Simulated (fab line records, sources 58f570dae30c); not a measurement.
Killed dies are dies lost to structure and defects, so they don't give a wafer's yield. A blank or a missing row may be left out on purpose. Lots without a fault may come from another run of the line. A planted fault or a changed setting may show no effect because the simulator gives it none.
fab line records | flow berkeley_cmos170
record lots=5 wafers=15 last_day=13
route steps=331 shown V2@298 M3@309
lots that met no fault: from a run of the same line without faults
start_h: hours from the record's first day to the start of the lot's first wafer shown | wait_h: hours since the lot's step before | " the same as in the row above | L1.1+2: a row that stands for several wafers | - no value, or no start given | * or withheld: withheld | < > ~ a bound
route shown NAME@n: a module of which the file shows steps, and the number in the route of the first | usual: mean/standard deviation of fault-free wafers | same: alike in all rows | chamber/n: place in a boat | sites: the reading at each site | _std_site: their standard deviation | _edge_site: outer sites' mean less inner sites' | radius_mm: how far each site lies from the wafer's centre | mask NAME#n: copy n | behind: the tool/chamber that last shaped the wafer | hold: why the lot was held/for how many hours/how that ended | device: the transistor (n, p or np) that didn't switch | end of line: the same wafers' tests at the end of the route | a step without rows: its recipe alone | killed: dies lost to structure and defects at the first sort, not the wafer's yield | map: a wafer's dies, x killed, . not, _ none there
set.NAME: the setting as run; set.NAME@STEP: as run at that earlier step | model.NAME: the simulator's own value behind a step, which no gauge read
lots at some steps of the route; a table a step, a row a wafer
services: from which hour (start_h, from the record's first day; less than 0 if before it) a tool's chamber was out of use, for how many hours, and why
## steps
# step UCB170_V2_HMDS_06
# recipe prime_time_s=60 prime_temp_c=100
# step UCB170_V2_COAT_07
# recipe resist=KrF spin_rpm=1500 resist_thk_nm=900
# step UCB170_V2_SOFTBAKE_08
# recipe resist=KrF temp_c=130 time_s=60
# step UCB170_V2_EXPOSE_09
# recipe mask_id=VIA2 target_cd_nm=700 na=0.5 sigma_outer=0.6 source_shape=conventional dose_mj=37
# step UCB170_V2_PEB_10
# recipe peb_temp_c=130 peb_time_s=withheld resist=KrF
# step UCB170_V2_DEVELOP_11
# recipe developer=TMAH develop_time_s=45 resist=KrF dev_temp_c=21
# step UCB170_V2_CD_MEAS_12
# recipe target_cd_nm=700
# usual cd_nm=699.8/1.3
# columns lot.wafer tool chamber start_h wait_h cd_nm
L194.2 cd_sem-02 - 200.97 - 701.8
L194.4 " - " " 700.7
L194.5 " - " " 701.7
L193.1 cd_sem-02 - 201.20 - 699.5
L193.3 " - " " 699.4
L193.4 " - " " 700.2
L204.1 cd_sem-02 - 250.21 - 701.6
L204.4 " - " " 701.5
L204.6 " - " " 702.3
L206.2 cd_sem-02 - 258.07 - 698.0
L206.3 " - " " 698.5
L206.4 " - " " 700.0
L215.2 cd_sem-02 - 299.69 - 700.8
L215.5 " - " " 700.5
L215.6 " - " " 702.4
# step UCB170_V2_OVL_MEAS_13
# usual V2_OVL=0/6
# columns lot.wafer tool chamber start_h wait_h V2_OVL[nm]
L194.2 overlay-02 - 201.08 0.1 12
L194.4 " - " " 16
L194.5 " - " " 17
L193.1 overlay-02 - 201.32 0.1 -2
L193.3 " - " " 1
L193.4 " - " " -3
L204.1 overlay-02 - 250.33 0.1 0
L204.4 " - " " -6
L204.6 " - " " -4
L206.2 overlay-01 - 258.17 0.1 -7
L206.3 " - " " -3
L206.4 " - " " -7
L215.2 overlay-01 - 299.80 0.1 -2
L215.5 " - " " -3
L215.6 " - " " -4
# step UCB170_V2_ETCH_14
# recipe chemistry=CHF3/CF4/Ar target=SiO2 stop_on=Al CHF3_flow_sccm=45 cf4_flow_sccm=15 Ar_flow_sccm=150 pressure_mtorr=200 rf_w=700 target_depth_a=12500 over_etch_frac=0.25 time_s=291
# usual chamber_pressure_mTorr=199.99/0.18 drypump_motor_current_A=5.6/0.35 oes_product_au=0.873/0.012 throttle_valve_pct=6.97/0.14
# columns lot.wafer tool chamber start_h wait_h chamber_pressure_mTorr drypump_motor_current_A oes_product_au rf_hours_counter_h throttle_valve_pct
L194.2 rie_diel-03 3 201.11 0.0 200.23 5.6 0.860 96 6.77
L194.4 " 2 " " 199.93 5.6 0.890 60 6.77
L194.5 " 0 " " 199.66 5.9 0.883 - 6.93
L193.1 rie_diel-01 0 201.35 0.0 199.90 5.0 0.875 7 6.92
L193.3 " 2 " " 200.02 5.3 0.867 5 6.98
L193.4 " 1 " " 200.09 5.6 0.887 - 7.24
L204.1 rie_diel-01 0 250.37 0.0 199.85 5.0 0.878 8 6.91
L204.4 " 2 " " 199.84 5.4 0.866 8 7.00
L204.6 " 1 " " 199.72 5.6 0.882 - 7.23
L206.2 rie_diel-01 3 258.20 0.0 200.32 5.3 0.852 2 6.91
L206.3 " 2 " " 199.75 5.4 0.877 9 6.99
L206.4 " 1 " " 200.22 5.6 0.872 94 7.23
L215.2 rie_diel-03 0 299.83 0.0 199.79 5.9 0.878 27 6.94
L215.5 " 1 " " 200.07 6.0 0.870 - 7.08
L215.6 " 0 " " 199.94 5.9 0.881 - 6.94
# step UCB170_V2_STRIP_15
# recipe chemistry=O2 power_w=400 pressure_mtorr=3500 platen_temp_c=withheld o2_flow_sccm=400 overash_fraction=0.5
# usual chamber_pressure_mTorr=3499.9/3 drypump_motor_current_A=5.4/0.39 oes_product_au=0.722/0.0044 strip_time_to_endpoint_s=15.26/0.11
# columns lot.wafer tool chamber start_h wait_h chamber_pressure_mTorr drypump_motor_current_A oes_product_au rf_hours_counter_h strip_time_to_endpoint_s
L194.2 plasma_asher-03 0 201.29 0.1 3498.6 4.8 0.723 9 15.27
L194.4 " 1 " " 3505.3 5.6 0.726 - 15.36
L194.5 " 1 " " 3497.3 5.5 0.728 - 15.42
L193.1 plasma_asher-02 1 201.53 0.1 3504.2 5.1 0.728 45 15.45
L193.3 " 1 " " 3505.0 5.1 0.718 - 15.37
L193.4 " 0 " " 3502.5 5.6 0.726 - 15.37
L204.1 plasma_asher-01 1 250.54 0.1 3502.2 6.0 0.728 56 15.25
L204.4 " 1 " " 3496.9 6.0 0.722 - 15.16
L204.6 " 0 " " 3499.0 6.0 0.710 - 15.08
L206.2 plasma_asher-02 0 258.38 0.1 3499.3 5.5 0.718 52 15.44
L206.3 " 0 " " 3503.1 5.6 0.719 - 15.35
L206.4 " 1 " " 3495.5 5.1 0.724 - 15.32
L215.2 plasma_asher-03 0 300.00 0.1 3499.8 4.8 0.725 20 15.38
L215.5 " 0 " " 3499.9 4.8 0.722 - 15.12
L215.6 " 1 " " 3498.2 5.6 0.720 - 15.26
# step UCB170_V2_CD_MEAS_90
# recipe target_cd_nm=700
# usual cd_nm=699.9/1.5
# columns lot.wafer tool chamber start_h wait_h cd_nm
L194.2 cd_sem-01 - 201.41 0.1 702.4
L194.4 " - " " 700.7
L194.5 " - " " 702.2
L193.1 cd_sem-02 - 201.63 0.1 698.7
L193.3 " - " " 698.8
L193.4 " - " " 701.2
L204.1 cd_sem-02 - 250.64 0.1 700.8
L204.4 " - " " 700.6
L204.6 " - " " 703.0
L206.2 cd_sem-02 - 258.50 0.1 698.1
L206.3 " - " " 698.5
L206.4 " - " " 701.1
L215.2 cd_sem-01 - 300.12 0.1 700.6
L215.5 " - " " 700.3
L215.6 " - " " 702.5
# step UCB170_M3_PRE_CLEAN_00
# recipe gas=Ar preclean_etch_time_s=60
# step UCB170_M3_SPUTTER_01
# recipe material=Al target_thk_nm=900 time_s=120 power_w=6000 chamber_pressure_pa=0.5
# usual chamber_pressure_pa=0.5001/0.0012 throttle_valve_pct=30.1/0.82
# columns lot.wafer tool chamber start_h wait_h chamber_pressure_pa throttle_valve_pct model.Al_of_M3_SPUTTER_01.thk_nm
L194.2 pvd_sputter-04 - 201.58 0.0 0.4986 30.6 894.2
L194.4 " - " " 0.5006 30.4 903.4
L194.5 " - " " 0.4995 30.5 896.5
L193.1 pvd_sputter-02 - 201.82 0.0 0.5003 31.3 910.2
L193.3 " - " " 0.4989 29.8 911.1
L193.4 " - " " 0.4998 29.1 914.9
L204.1 pvd_sputter-04 - 250.83 0.0 0.4997 30.3 892.6
L204.4 " - " " 0.4983 30.2 879.6
L204.6 " - " " 0.5013 30.3 897.2
L206.2 pvd_sputter-02 - 258.67 0.0 0.5008 31.4 909.1
L206.3 " - " " 0.5008 29.9 914.1
L206.4 " - " " 0.4991 29.2 921
L215.2 pvd_sputter-02 - 300.29 0.0 0.4999 29.4 1213
L215.5 " - " " 0.5008 31.7 897.9
L215.6 " - " " 0.4998 30.1 899.3
# step UCB170_M3_RS_MEAS_02
# recipe thk_meas_gauge=four-point-probe reads=Al_of_M3_SPUTTER_01
# usual M3_AL_RS=0.0321/0.00046
# columns lot.wafer tool chamber start_h wait_h M3_AL_RS[ohm/sq]
L194.2 film_metro-03 - 201.68 0.1 0.0324
L194.4 " - " " 0.0321
L194.5 " - " " 0.0323
L193.1 film_metro-01 - 201.90 0.0 0.0318
L193.3 " - " " 0.0319
L193.4 " - " " 0.0317
L204.1 film_metro-02 - 250.91 0.0 0.0325
L204.4 " - " " 0.0329
L204.6 " - " " 0.0323
L206.2 film_metro-03 - 258.80 0.1 0.0318
L206.3 " - " " 0.0317
L206.4 " - " " 0.0314
L215.2 film_metro-02 - 300.39 0.1 0.0238
L215.5 " - " " 0.0322
L215.6 " - " " 0.0322
# step UCB170_M3_THK_MEAS_03
# recipe thk_meas_gauge=xrf reads=Al_of_M3_SPUTTER_01
# usual M3_AL_THK=909/14
# columns lot.wafer tool chamber start_h wait_h M3_AL_THK[nm]
L194.2 film_metro-03 - 201.79 0.1 895
L194.4 " - " " 906
L194.5 " - " " 903
L193.1 film_metro-01 - 202.02 0.1 917
L193.3 " - " " 920
L193.4 " - " " 926
L204.1 film_metro-02 - 251.03 0.1 895
L204.4 " - " " 889
L204.6 " - " " 907
L206.2 film_metro-03 - 258.91 0.1 917
L206.3 " - " " 919
L206.4 " - " " 925
L215.2 film_metro-02 - 300.50 0.1 1216
L215.5 " - " " 908
L215.6 " - " " 911
# step UCB170_M3_HMDS_04
# recipe prime_time_s=60 prime_temp_c=100
# step UCB170_M3_COAT_05
# recipe resist=KrF spin_rpm=1500 resist_thk_nm=900
# step UCB170_M3_SOFTBAKE_06
# recipe resist=KrF temp_c=130 time_s=60
# step UCB170_M3_STRIP_07
# recipe chemistry=O2 power_w=400 pressure_mtorr=3500 platen_temp_c=withheld o2_flow_sccm=400 overash_fraction=0.5
# usual chamber_pressure_mTorr=3500/3.2 drypump_motor_current_A=5.7/0.32 oes_product_au=0.735/0.0042 strip_time_to_endpoint_s=21.98/0.066
# columns lot.wafer tool chamber start_h wait_h chamber_pressure_mTorr drypump_motor_current_A oes_product_au rf_hours_counter_h strip_time_to_endpoint_s
L194.2 plasma_asher-04 1 202.29 0.1 3504 6.0 0.738 41 22.03
L194.4 " 1 " " 3503 6.0 0.731 - 22.08
L194.5 " 0 " " 3499 5.6 0.740 - 21.97
L193.1 plasma_asher-01 1 202.78 0.1 3501 6.0 0.738 50 22.09
L193.3 " 0 " " 3506 6.0 0.736 - 22.01
L193.4 " 1 " " 3499 6.0 0.728 - 22.08
L204.1 plasma_asher-01 0 251.54 0.1 3496 6.0 0.736 56 21.93
L204.4 " 0 " " 3497 6.0 0.734 - 22.00
L204.6 " 1 " " 3494 6.0 0.738 - 21.95
L206.2 plasma_asher-04 0 259.41 0.1 3495 5.6 0.741 47 22.04
L206.3 " 1 " " 3499 6.0 0.736 - 22.00
L206.4 " 0 " " 3498 5.6 0.745 - 22.00
L215.2 plasma_asher-04 0 301.56 0.1 3506 5.6 0.736 53 21.93
L215.5 " 0 " " 3499 5.6 0.735 - 22.00
L215.6 " 1 " " 3504 6.0 0.731 - 21.93
# step UCB170_M3_STRIP_08
# recipe chemistry=DMSO temp_c=80 time_s=600 material=KrF
# step UCB170_M3_COAT_09
# recipe resist=BARC temp_c=withheld time_s=withheld spin_rpm=3000 resist_thk_nm=withheld
# step UCB170_M3_COAT_10
# recipe resist=KrF spin_rpm=1500 resist_thk_nm=900
# step UCB170_M3_SOFTBAKE_11
# recipe resist=KrF temp_c=130 time_s=60
# step UCB170_M3_EXPOSE_12
# recipe mask_id=METAL3 target_cd_nm=700 na=0.5 sigma_outer=0.6 source_shape=conventional dose_mj=26
# step UCB170_M3_PEB_13
# recipe peb_temp_c=130 peb_time_s=withheld resist=KrF
# step UCB170_M3_DEVELOP_14
# recipe developer=TMAH develop_time_s=45 resist=KrF dev_temp_c=21
# step UCB170_M3_CD_MEAS_15
# recipe target_cd_nm=700
# usual cd_nm=700.1/1.4
# columns lot.wafer tool chamber start_h wait_h cd_nm
L194.2 cd_sem-01 - 204.30 - 698.0
L194.4 " - " " 698.7
L194.5 " - " " 698.7
L193.1 cd_sem-02 - 205.23 - 698.2
L193.3 " - " " 697.7
L193.4 " - " " 700.1
L204.1 cd_sem-01 - 253.47 - 700.3
L204.4 " - " " 699.5
L204.6 " - " " 700.4
L206.2 cd_sem-02 - 260.67 - 701.3
L206.3 " - " " 702.1
L206.4 " - " " 701.3
L215.2 cd_sem-02 - 303.86 - 700.0
L215.5 " - " " 699.8
L215.6 " - " " 699.9
# step UCB170_M3_OVL_MEAS_16
# usual M3_OVL=-4/4.8
# columns lot.wafer tool chamber start_h wait_h M3_OVL[nm]
L194.2 overlay-02 - 204.41 0.1 0
L194.4 " - " " -7
L194.5 " - " " 2
L193.1 overlay-02 - 205.35 0.1 -5
L193.3 " - " " -11
L193.4 " - " " -9
L204.1 overlay-02 - 253.59 0.1 -5
L204.4 " - " " -11
L204.6 " - " " -3
L206.2 overlay-02 - 260.78 0.1 -5
L206.3 " - " " -7
L206.4 " - " " -4
L215.2 overlay-01 - 303.97 0.1 1
L215.5 " - " " 9
L215.6 " - " " -1
# step UCB170_M3_ETCH_17
# recipe chemistry=N2/H2 target_depth_a=withheld overetch_a=withheld target=BARC time_s=withheld source_w=500 bias_w=100 pressure_mtorr=30 n2_flow_sccm=100 h2_flow_sccm=200
# usual chamber_pressure_mTorr=29.998/0.029 drypump_motor_current_A=5.6/0.39 oes_product_au=0.995/0.02 throttle_valve_pct=13.37/0.17
# columns lot.wafer tool chamber start_h wait_h chamber_pressure_mTorr drypump_motor_current_A oes_product_au throttle_valve_pct
L194.2 rie_diel-02 2 204.44 0.0 29.998 6.3 1.012 13.31
L194.4 " 0 " " 29.966 5.8 1.018 13.40
L194.5 " 1 " " 30.008 5.4 0.999 13.32
L193.1 rie_diel-01 2 205.38 0.0 29.998 5.3 0.999 13.49
L193.3 " 0 " " 30.023 5.0 0.995 13.25
L193.4 " 2 " " 30.046 5.4 1.003 13.49
L204.1 rie_diel-02 3 253.62 0.0 29.972 6.1 0.980 13.56
L204.4 " 0 " " 29.961 5.8 1.005 13.40
L204.6 " 2 " " 30.006 6.3 1.004 13.31
L206.2 rie_diel-01 2 260.81 0.0 30.010 5.3 0.994 13.48
L206.3 " 1 " " 29.946 5.6 1.007 13.70
L206.4 " 3 " " 30.014 5.3 0.963 13.13
L215.2 rie_diel-01 3 304.00 0.0 29.986 5.3 0.974 13.14
L215.5 " 3 " " 30.024 5.3 0.962 13.12
L215.6 " 2 " " 30.012 5.3 1.000 13.48
# step UCB170_M3_METAL_ETCH_18
# recipe chemistry=Cl2/BCl3 target=Al stop_on=SiO2 pressure_mtorr=12 target_depth_a=11700 over_etch_frac=0.3 time_s=195 icp_w=600 bias_w=120 Cl2_flow_sccm=90 bcl3_flow_sccm=45
# usual chamber_pressure_mTorr=11.999/0.011 drypump_motor_current_A=5.7/0.43 oes_product_au=0.851/0.018 throttle_valve_pct=24.2/0.39
# columns lot.wafer tool chamber start_h wait_h chamber_pressure_mTorr drypump_motor_current_A oes_product_au rf_hours_counter_h throttle_valve_pct
L194.2 rie_metal-04 1 204.55 - 11.993 6.2 0.848 - 24.6
L194.4 " 1 " " 11.984 6.2 0.844 - 24.6
L194.5 " 1 " " 12.000 6.2 0.841 - 24.6
L193.1 rie_metal-03 1 205.43 - 11.999 6.4 0.875 2 24.9
L193.3 " 0 " " 12.027 5.5 0.843 - 23.8
L193.4 " 1 " " 12.001 6.4 0.868 - 24.9
L204.1 rie_metal-02 1 253.67 - 12.012 5.1 0.820 3 24.0
L204.4 " 1 " " 11.979 5.1 0.811 - 24.0
L204.6 " 1 " " 11.983 5.2 0.820 - 24.0
L206.2 rie_metal-02 1 260.85 - 12.010 5.2 0.828 4 24.1
L206.3 " 1 " " 11.996 5.1 0.827 - 24.0
L206.4 " 0 " " 12.018 5.6 0.883 - 23.9
L215.2 rie_metal-04 1 304.04 - 12.022 6.2 1.003 3 24.5
L215.5 " 1 " " 12.012 6.2 0.848 - 24.6
L215.6 " 0 " " 12.000 5.7 0.839 - 24.5
# step UCB170_M3_STRIP_19
# recipe chemistry=O2 power_w=400 pressure_mtorr=3500 platen_temp_c=withheld o2_flow_sccm=400 overash_fraction=0.5
# usual chamber_pressure_mTorr=3500/3.4 drypump_motor_current_A=5.6/0.32 oes_product_au=0.535/0.016
# columns lot.wafer tool chamber start_h wait_h chamber_pressure_mTorr drypump_motor_current_A oes_product_au rf_hours_counter_h
L194.2 plasma_asher-04 1 204.86 0.2 3500 6.0 0.506 41
L194.4 " 1 " " 3504 6.0 0.511 -
L194.5 " 0 " " 3497 5.6 0.507 -
L193.1 plasma_asher-04 0 205.61 0.1 3509 5.6 0.549 41
L193.3 " 0 " " 3496 5.6 0.515 -
L193.4 " 1 " " 3498 6.0 0.528 -
L204.1 plasma_asher-02 0 253.85 0.1 3505 5.6 0.535 51
L204.4 " 0 " " 3498 5.6 0.522 -
L204.6 " 1 " " 3501 5.1 0.528 -
L206.2 plasma_asher-04 1 261.04 0.1 3499 6.0 0.530 47
L206.3 " 1 " " 3495 6.0 0.531 -
L206.4 " 0 " " 3500 5.6 0.557 -
L215.2 plasma_asher-01 1 304.23 0.1 3504 6.0 0.503 63
L215.5 " 1 " " 3500 6.0 0.510 -
L215.6 " 0 " " 3505 6.0 0.536 -
# step UCB170_M3_PROBE_99
# columns lot.wafer tool chamber start_h wait_h model.etest.antenna_m3.vt_shift_v
L194.2 prober-01 - 205.25 0.1 -0.01424
L194.4 prober-01 - 205.35 0.2 -0.01517
L194.5 prober-01 - 205.40 0.2 -0.01717
L193.1 prober-02 - 205.95 0.1 -0.01673
L193.3 prober-02 - 206.05 0.2 -0.01603
L193.4 prober-02 - 206.10 0.2 -0.01085
L204.1 prober-02 - 254.19 0.1 -0.01652
L204.4 prober-02 - 254.34 0.2 -0.01813
L204.6 prober-02 - 254.44 0.2 -0.01414
L206.2 prober-01 - 261.43 0.1 -0.01722
L206.3 prober-01 - 261.48 0.2 -0.0146
L206.4 prober-01 - 261.53 0.2 -0.0109
L215.2 prober-01 - 304.62 0.1 -0.008974
L215.5 prober-01 - 304.77 0.2 -0.0155
L215.6 prober-01 - 304.82 0.2 -0.01731
# killed by level:class
L194.2 FIELD:geometric_particle:short=1 GATE:geometric_particle:open=1 SPACER:geometric_particle:open=1 M1:geometric_particle:short=1
L194.4 ACTIVE:area_etch=1
L194.5 FIELD:geometric_particle:short=1 SACOX:geometric_particle:open=1 GATE:geometric_particle:open=1 SILICIDE:geometric_particle:open=1
L193.1 SCREENOX:geometric_particle:open=1 GATE:geometric_particle:short=1 CONTACT:geometric_particle:open=1 V1:geometric_particle:open=1 M2:geometric_particle:open=1
L193.3 CONTACT:geometric_particle:open=1 V1:geometric_particle:short=1 V2:geometric_particle:open=1 M3:geometric_particle:open=1
L193.4 SILICIDE:geometric_particle:short=1
L204.1 GATE:geometric_particle:short=2 ACTIVE:geometric_particle:short=1 ACTIVE:area_etch=1
L204.4 START:geometric_particle:open=1 FIELD:geometric_particle:short=1 SACOX:geometric_particle:open=1
L204.6 SPACER:geometric_particle:open=1 CONTACT:geometric_particle:open=1 M1:geometric_particle:open=1
L206.2 SILICIDE:geometric_particle:open=2 SPACER:geometric_particle:short=1 ACTIVE:area_etch=1
L206.3 M1:geometric_particle:short=1
L206.4 GATE:geometric_particle:short=1 V1:geometric_particle:short=1
## services
# columns tool chamber start_h hours kind
rie_metal-02 - 180.83 0.5 repair
rie_diel-02 3 186.09 5.8 repair
rie_diel-01 3 186.71 - clean
rie_diel-01 3 186.71 22.3 scheduled_down
rie_diel-01 3 186.71 22.3 vent_cycle
rie_diel-02 3 195.45 7.5 repair
rie_metal-04 0 198.68 14.7 repair
rie_diel-01 0 206.95 24.7 repair
rie_metal-04 1 225.76 27.4 repair
rie_metal-04 - 231.97 40.6 repair
plasma_asher-03 - 233.96 5.4 repair
plasma_asher-04 - 238.41 0.7 repair
rie_diel-03 1 239.10 4.1 repair
rie_diel-02 1 247.23 30.3 repair
rie_metal-04 0 275.45 - clean
rie_metal-04 0 275.45 26.7 scheduled_down
rie_metal-04 0 275.45 26.7 vent_cycle
rie_diel-03 3 283.32 8.3 repair
rie_diel-03 3 299.37 4.1 repair
## key
first_sign step=UCB170_M3_RS_MEAS_02 reading=M3_AL_RS direction=down sigmas=18 usual=0.0321 struck=0.0238
effect step=UCB170_M3_THK_MEAS_03 reading=M3_AL_THK direction=up sigmas=22 usual=909 struck=1216
effect step=UCB170_M3_METAL_ETCH_18 reading=oes_product_au direction=up sigmas=8.4 usual=0.851 struck=1.003
model_effect step=UCB170_M3_SPUTTER_01 value=Al_of_M3_SPUTTER_01.thk_nm without=902.8 struck=1213
model_effect step=UCB170_M3_PROBE_99 value=etest.antenna_m3.vt_shift_v without=-0.0179 struck=-0.008974
met_at UCB170_M3_SPUTTER_01
struck_wafers L215.2
sort_left_out L215.2
onset_between 258.67 300.29
fault kind=process_parameter_drift tool=pvd_sputter-02 chamber=- onset_h=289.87 steps=UCB170_M3_SPUTTER_01 channel=target_thk_nm offset=310.06 shape=step end_h=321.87 acts_in=these_recipes_only stated=900 scope=struck_wafers_only
# sort_left_out: the simulated sort isn't trusted on such a fault, so these wafers' sort isn't shown, and their yield isn't known
